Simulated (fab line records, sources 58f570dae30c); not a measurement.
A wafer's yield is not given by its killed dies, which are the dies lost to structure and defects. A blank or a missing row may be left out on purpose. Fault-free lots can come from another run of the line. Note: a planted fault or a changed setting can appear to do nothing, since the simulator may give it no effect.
Matching of chambers    flow berkeley cmos170    4 sister chambers for UCB170_NWELL_ETCH_13 on rie diel-02
The step etches Si3N4 in CH3F/Ar/O2, stops on SiO2, target depth 246.4 nm, time 154 s. 4 wafers are shown with their chamber, then 7 later ones without.

EACH WAFER AND ITS CHAMBER
wafer   chamber  drypump motor current A (A)
L080.4  0        6.8
L085.4  1        5.3
L086.3  3        6.0
L086.5  2        4.8

WAFERS WITHOUT THEIR CHAMBER
wafer   drypump motor current A (A)
L086.6  5.3
L090.1  6.0
L090.4  5.3
L090.5  4.9
L094.3  4.9
L094.4  5.3
L094.5  6.8

CHAMBER TAKEN BY EACH
wafer   from the rows above  in truth
L086.6  1                    1
L090.1  3                    3
L090.4  1                    1
L090.5  2                    2
L094.3  2                    2
L094.4  1                    1
L094.5  0                    0
Placed correctly: 7 of 7. Number that these rows cannot place: 0. Wrongly placed: 0.
How it was worked out, from the rows above alone: a wafer's distance from a chamber is the root of the sum, over the readings, of the square of ((its reading less the chamber's mean) divided by the reading's scatter). If the next closest chamber is less than 2 further off than the closest, the wafer can't be placed; otherwise it belongs to the closest. For every chamber, the mean is computed from those of its wafers that are shown. The scatter: with one shown wafer a chamber, the root of the mean of the squares of how far each hidden wafer lies from its nearest shown one.
